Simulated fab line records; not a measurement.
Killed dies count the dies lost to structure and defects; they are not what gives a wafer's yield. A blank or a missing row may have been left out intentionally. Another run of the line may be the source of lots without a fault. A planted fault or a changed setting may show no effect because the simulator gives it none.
8D (eight disciplines) problem report, filled in by code -- flow berkeley_cmos170 -- the parts of the form that need people (team, actions taken, sign-off) are left out

## 1. PROBLEM STATEMENT
o2_flow_sccm at UCB170_NLDD_STRIP_10 reads a mean of 479.9 sccm on 5 wafers of 3 lots; wafers without a fault read 399.8 sccm with a standard deviation of 1.3. Relative to the usual mean, that is a shift of +62 standard deviations.
The step: strips in O2.
The first sign was on wafer L483.1 at day 11 10:20, on plasma_asher-04. At this step, 45 wafers from 15 lots have a number in the record. Rule for "out", or "out of limits": more than 4 standard deviations from the usual mean. The rest of the wafers with a number are treated as sound.

## 2. WHAT IT IS; WHAT IT IS NOT
question,is,is not
which readings at this step,"o2_flow_sccm, strip_time_to_endpoint_s",drypump_motor_current_A
which lots,"L483, L485, L487","L467, L468, L470, L472, L473, L474, L475, L477, L478, L481, L488, L489"
which wafers of those lots,"L483.1, L483.5, L485.4, L487.3, L487.6","L483.2, L485.1, L485.3, L487.4"
read on which tools,plasma_asher-04,"plasma_asher-02, plasma_asher-03"
when,from day 11 10:20,"up to then (31 sound wafers); but 9 sound wafers of L485, L487, L488, L489 came after"

## 3. THE SUSPECTS, EACH WITH WHAT RULES IT OUT
Counting: if a tool at a process step up to the reading ran every lot that is out, it stays a suspect. Sound lots after the first of them don't rule it out here, since some wafers of a struck lot are sound.
- plasma_asher-04 at UCB170_NLDD_STRIP_10 (strips in O2): kept. Every lot that is out went through it, the first being L483 (day 11 10:20); the last sound lot it ran before that was L481 (day 10 14:59). Its own readings are out on those wafers: o2_flow_sccm, strip_time_to_endpoint_s.
- At UCB170_NLDD_STRIP_10 on plasma_asher-04, chamber 0 took the sound wafers of the same lots and chamber 1 took the wafers that are out.
Remaining after the count: plasma_asher-04 at UCB170_NLDD_STRIP_10.

## 4. THE CAUSE (what the simulator had put in)
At UCB170_NLDD_STRIP_10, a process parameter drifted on plasma_asher-04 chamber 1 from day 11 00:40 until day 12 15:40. Setting o2_flow_sccm, moved by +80, from 400. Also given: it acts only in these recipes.
This tool alone remained once counting was done.

## 5. THE EFFECT CHAIN, in route order
Rows list readings where the struck wafers' mean (over those with a number) sits beyond 3 standard deviations from the usual. Only readings for which the record gives a usual standard deviation are gone through. hours: the time from each lot's start at the first step in this table that gives one to its start at this step, as a median over the lots. sigmas: the change in usual standard deviations.
hours,step,reading,usual,on struck wafers,change,sigmas
0,UCB170_NLDD_STRIP_10,o2_flow_sccm,399.8 sccm,479.9,+80.1,+62
0,UCB170_NLDD_STRIP_10,oes_product_au,0.735 a.u.,0.750,+0.015,+3.6
0,UCB170_NLDD_STRIP_10,strip_time_to_endpoint_s,21.63 s,21.17,-0.46,-6.9
The process steps in it:
- UCB170_NLDD_STRIP_10: strips in O2.
At these later measuring or inspecting steps, every struck wafer for which the step has a row has a number for every such reading, and none has moved that far: UCB170_NSD_CD_MEAS_06.

## 6. WHAT WOULD HAVE CAUGHT IT SOONER
In this record the first reading out of limits was taken at day 11 10:20, 10 hours after the fault began at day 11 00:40.
